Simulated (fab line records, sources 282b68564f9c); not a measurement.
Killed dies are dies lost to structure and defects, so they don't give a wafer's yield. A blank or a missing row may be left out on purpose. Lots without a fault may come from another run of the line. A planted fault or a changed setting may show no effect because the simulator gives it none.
Problem report in the 8D (eight disciplines) form, filled by code | flow rit_cmos | the parts of the form that need people (team, actions taken, sign-off) are left out

1. THE PROBLEM
REOX_OXIDE_THK at RIT_REOX_THK_MEAS_04 reads a mean of 27.6 nm on 9 wafers of 3 lots; wafers without a fault read 24.8 nm with a standard deviation of 0.59. That is +4.8 standard deviations from the usual mean.
First seen on wafer L535.2, day 5 14:21, on film_metro-02. The record holds 45 wafers of 15 lots with a number at this step. Rule for "out", or "out of limits": more than 4 standard deviations from the usual mean. The other wafers with a number count as sound.

2. WHAT IT IS AND WHAT IT IS NOT
question                    | is                           | is not
which readings at this step | REOX_OXIDE_THK               | -
which lots                  | L535, L537, L540             | L522, L523, L524, L525, L526, L527, L528, L529, L530, L532, L544, L545
which wafers of those lots  | all that have a number       | -
read on which gauges        | film_metro-01, film_metro-02 | film_metro-03
when                        | from day 5 14:21             | up to then (30 sound wafers); but 6 sound wafers of L544, L545 came after

3. SUSPECTS, AND WHAT RULES EACH OUT
Counting: a tool at a process step up to the reading stays a suspect if it ran every lot that is out and no sound lot after the first of them.
- the gauge at RIT_REOX_THK_MEAS_04: ruled out. The wafers that are out were read on 2 gauges (film_metro-01, film_metro-02).
- furnace-03 at RIT_REOX_OXIDATION_03 (target thk 25.2 nm, ox time 5580 s): kept. It ran every lot that is out, first L535 (day 5 11:47), and no sound lot after that; its last sound lot up to then is L529 (day 4 12:20). Its own readings are out on those wafers: spike_tc_centre_C, spike_tc_load_C, spike_tc_source_C.
Left after counting: furnace-03 at RIT_REOX_OXIDATION_03.

4. THE CAUSE (what the simulator had put in)
Process parameter drift: furnace-03, from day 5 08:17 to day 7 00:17, at RIT_REOX_OXIDATION_03. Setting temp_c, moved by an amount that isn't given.
Counting left only this tool.

5. THE CHAIN OF EFFECTS, in route order
Each row: a reading whose mean over the struck wafers that have a number lies more than 3 standard deviations from the usual. Only readings for which the record gives a usual standard deviation are gone through. hours: the time from each lot's start at the first step in this table that gives one to its start at this step, as a median over the lots. sigmas: the change in usual standard deviations.
hours | step                  | reading           | usual   | on struck wafers | change | sigmas
0     | RIT_REOX_OXIDATION_03 | spike_tc_centre_C | 902.6 C | 914.9            | +12.3  | +4.7
0     | RIT_REOX_OXIDATION_03 | spike_tc_load_C   | 927.8 C | 939.2            | +11.4  | +7.2
0     | RIT_REOX_OXIDATION_03 | spike_tc_source_C | 923.8 C | 933.4            | +9.6   | +5.7
3     | RIT_REOX_THK_MEAS_04  | REOX_OXIDE_THK    | 24.8 nm | 27.6             | +2.8   | +4.8
The process steps in it:
- RIT_REOX_OXIDATION_03: target thk 25.2 nm, ox time 5580 s.

6. WHAT WOULD HAVE CAUGHT IT SOONER
In this record the first reading out of limits at a measuring or inspecting step was taken at day 5 14:21, 6 hours after the fault began at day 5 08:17.
The tool's own readings at RIT_REOX_OXIDATION_03 were out on every struck wafer that the step has a row for (spike_tc_centre_C, spike_tc_load_C, spike_tc_source_C): an alarm limit on them would have fired on the first of those.
Of the lots that are out (3), L537, L540 began RIT_REOX_OXIDATION_03 on furnace-03 after day 5 14:21. A hold on the tool at that time would have spared those 2.
